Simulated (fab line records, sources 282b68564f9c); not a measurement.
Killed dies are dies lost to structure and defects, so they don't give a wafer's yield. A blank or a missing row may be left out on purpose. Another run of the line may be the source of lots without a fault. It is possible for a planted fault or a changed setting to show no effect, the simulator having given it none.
fab line records -- flow rit_cmos
record lots=13, wafers=39, last_day=7
route steps=202 shown GATE@84 M1@202
lots that met no fault: taken from a fault-free run of the same line
start_h: hours from the record's opening day to when the first of the lot's shown wafers began -- wait_h: how many hours have passed since the lot's step before this one -- " repeats the value in the row above -- L1.1+2: a single row standing in for several wafers -- - either no value or no given start -- * or withheld: withheld -- < > ~ a bound
route shown NAME@n: names a module that has steps shown in the file, with the first one's number in the route -- usual: mean/standard deviation of fault-free wafers -- same: alike in all rows -- chamber/n: place in a boat -- sites: each site's reading -- _std_site: standard deviation of those values -- _edge_site: the outer-site mean with the inner-site mean subtracted -- radius_mm: how far each site lies from the wafer's centre -- mask NAME#n: copy n -- behind: the tool/chamber that last shaped the wafer -- hold: reason for holding the lot/hours on hold/outcome of the hold -- device: the n, p or np transistor that did not switch -- end of line: the same wafers' tests at the end of the route -- a step without rows: its recipe alone -- killed: not the wafer's yield, but the dies lost to structure and defects at the first sort -- map: dies across one wafer; x = killed, . = not, _ = none there
set.NAME: setting as actually run; set.NAME@STEP: the setting as run at that earlier step -- model.NAME: the simulator's own value behind a step, which no gauge read
route steps across a sampled set of lots; one table per step, one row per wafer
## steps
# step RIT_GATE_CVD_08
# recipe material=poly-Si, target_thk_nm=250, temp_c=610, precursor=SiH4, time_s=2220, pressure_mtorr=300, sih4_flow_sccm=100
# usual spike_tc_load_C=631.6/1.5, zone_power_source_pct=11.8/1.3
lot.wafer,tool,chamber,start_h,wait_h,spike_tc_load_C,zone_power_source_pct
L132.1,lpcvd-02,0,35.97,0.1,630.9,11.6
L132.4,lpcvd-02,0,35.97,0.1,628.9,11.7
L132.5,lpcvd-02,0,35.97,0.1,628.9,11.7
L133.1,lpcvd-02,1,43.28,0.1,633.2,10.4
L133.2,lpcvd-02,1,43.28,0.1,631.6,10.4
L133.4,lpcvd-02,1,43.28,0.1,629.9,10.4
L134.2,lpcvd-02,0,48.26,1.0,629.7,11.7
L134.3,lpcvd-02,0,48.26,1.0,631.1,11.9
L134.4,lpcvd-02,0,48.26,1.0,630.3,11.7
L135.4,lpcvd-01,1,51.01,0.0,630.4,11.9
L135.5,lpcvd-01,1,51.01,0.0,629.2,11.9
L135.6,lpcvd-01,1,51.01,0.0,629.5,12.0
L136.1,lpcvd-02,1,55.53,0.1,633.3,10.7
L136.3,lpcvd-02,1,55.53,0.1,632.5,10.5
L136.6,lpcvd-02,1,55.53,0.1,632.3,10.5
L137.3,lpcvd-01,0,63.93,0.0,631.4,13.4
L137.4,lpcvd-01,0,63.93,0.0,632.6,13.9
L137.5,lpcvd-01,0,63.93,0.0,632.5,13.4
L138.3,lpcvd-02,1,65.94,0.0,632.8,10.6
L138.4,lpcvd-02,1,65.94,0.0,629.6,10.6
L138.6,lpcvd-02,1,65.94,0.0,631.2,10.4
L143.1,lpcvd-01,0,101.14,0.1,633.9,13.7
L143.5,lpcvd-01,0,101.14,0.1,632.3,13.5
L143.6,lpcvd-01,0,101.14,0.1,633.3,13.7
L144.1,lpcvd-01,0,107.63,0.1,633.1,13.5
L144.3,lpcvd-01,0,107.63,0.1,630.3,13.8
L144.6,lpcvd-01,0,107.63,0.1,633.2,13.7
L145.4,lpcvd-01,0,122.43,0.0,633.7,13.7
L145.5,lpcvd-01,0,122.43,0.0,631.2,13.6
L145.6,lpcvd-01,0,122.43,0.0,632.3,13.4
L152.2,lpcvd-02,1,147.12,0.0,633.2,10.6
L152.5,lpcvd-02,1,147.12,0.0,631.7,10.4
L152.6,lpcvd-02,1,147.12,0.0,631.6,10.4
L153.2,lpcvd-02,1,147.12,0.0,631.3,10.5
L153.4,lpcvd-02,1,147.12,0.0,631.1,10.6
L153.6,lpcvd-02,1,147.12,0.0,632.3,10.5
L155.1,lpcvd-02,1,153.53,0.2,633.3,10.5
L155.4,lpcvd-02,1,153.53,0.2,631.7,10.9
L155.6,lpcvd-02,1,153.53,0.2,632.4,10.4
# step RIT_GATE_THK_MEAS_09
# recipe reads=poly-Si_of_GATE_CVD_08
# usual GATE_POLY_THK=248.7/1.7
lot.wafer,tool,chamber,start_h,wait_h,GATE_POLY_THK[nm]
L132.1,film_metro-03,-,37.58,0.0,248.0
L132.4,film_metro-03,-,37.58,0.0,246.9
L132.5,film_metro-03,-,37.58,0.0,247.5
L133.1,film_metro-02,-,44.89,0.0,250.0
L133.2,film_metro-02,-,44.89,0.0,248.9
L133.4,film_metro-02,-,44.89,0.0,246.7
L134.2,film_metro-01,-,50.70,0.0,249.2
L134.3,film_metro-01,-,50.70,0.0,249.3
L134.4,film_metro-01,-,50.70,0.0,247.7
L135.4,film_metro-02,-,52.66,0.0,248.6
L135.5,film_metro-02,-,52.66,0.0,247.5
L135.6,film_metro-02,-,52.66,0.0,249.0
L136.1,film_metro-01,-,57.14,0.0,249.3
L136.3,film_metro-01,-,57.14,0.0,250.8
L136.6,film_metro-01,-,57.14,0.0,249.9
L137.3,film_metro-03,-,65.57,0.0,248.1
L137.4,film_metro-03,-,65.57,0.0,250.8
L137.5,film_metro-03,-,65.57,0.0,248.7
L138.3,film_metro-01,-,67.58,0.0,248.9
L138.4,film_metro-01,-,67.58,0.0,250.4
L138.6,film_metro-01,-,67.58,0.0,248.8
L143.1,film_metro-01,-,102.76,0.0,256.8
L143.5,film_metro-01,-,102.76,0.0,256.5
L143.6,film_metro-01,-,102.76,0.0,256.8
L144.1,film_metro-02,-,109.25,0.0,259.2
L144.3,film_metro-02,-,109.25,0.0,258.1
L144.6,film_metro-02,-,109.25,0.0,257.9
L145.4,film_metro-01,-,124.08,0.0,258.6
L145.5,film_metro-01,-,124.08,0.0,257.1
L145.6,film_metro-01,-,124.08,0.0,259.0
L152.2,film_metro-03,-,148.75,0.0,251.4
L152.5,film_metro-03,-,148.75,0.0,250.9
L152.6,film_metro-03,-,148.75,0.0,250.8
L153.2,film_metro-02,-,148.75,0.0,245.8
L153.4,film_metro-02,-,148.75,0.0,249.1
L153.6,film_metro-02,-,148.75,0.0,248.1
L155.1,film_metro-03,-,155.15,0.0,247.3
L155.4,film_metro-03,-,155.15,0.0,250.3
L155.6,film_metro-03,-,155.15,0.0,249.6
# step RIT_M1_PROBE_99
# usual killed_at_M0_to_M3=0.0/0.12, killed_at_contacts=0.1/0.23, killed_at_front_end=6.6/2.9, killed_dies=6.7/3, killed_open=3.5/2.1, killed_short=3.2/1.8
# same gross_dies=264, killed_at_M4_up=0, killed_at_back_side=0, killed_at_other=0
lot.wafer,tool,chamber,start_h,wait_h,killed_at_M0_to_M3,killed_at_contacts,killed_at_front_end,killed_dies,killed_open,killed_short
L145.4,prober-01,-,147.24,0.2,0,0,3,3,2,1
L145.5,prober-01,-,147.29,0.2,0,0,8,8,3,5
L145.6,prober-01,-,147.34,0.2,0,0,5,5,2,3
# killed by level:class
L145.4 FOX1:geometric_particle:open=1 SPACER:geometric_particle:short=1 SPACER:geometric_particle:open=1
L145.5 SPACER:geometric_particle:short=2 SILICIDE:geometric_particle:short=2 FOX2:geometric_particle:open=1 GATE:geometric_particle:open=1 REOX:geometric_particle:open=1 REOX:geometric_particle:short=1
L145.6 FOX1:geometric_particle:short=1 FOX2:geometric_particle:short=1 SILICIDE:geometric_particle:open=1 REOX:geometric_particle:open=1 SPACER:geometric_particle:short=1
## key
first_sign step=RIT_GATE_THK_MEAS_09, reading=GATE_POLY_THK, direction=up, sigmas=5.4, usual=248.7, struck=257.8
effect none on later readings
met_at RIT_GATE_CVD_08
struck_lots L143,L144,L145
tester_left_out L143,L144,L145
onset_between 63.93 101.14
fault kind=process_parameter_drift, tool=lpcvd-01, chamber=-, onset_h=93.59, steps=RIT_GATE_CVD_08, channel=target_thk_nm, offset=9.7245, shape=step, end_h=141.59, acts_in=these_recipes_only, stated=250
# tester_left_out: of these lots the tester's yield and bins aren't shown, on N5 and GAA mostly nor the transistor test; their killed dies are dies lost to structure and defects alone, not to doping, threshold or leakage, so they don't give the yield
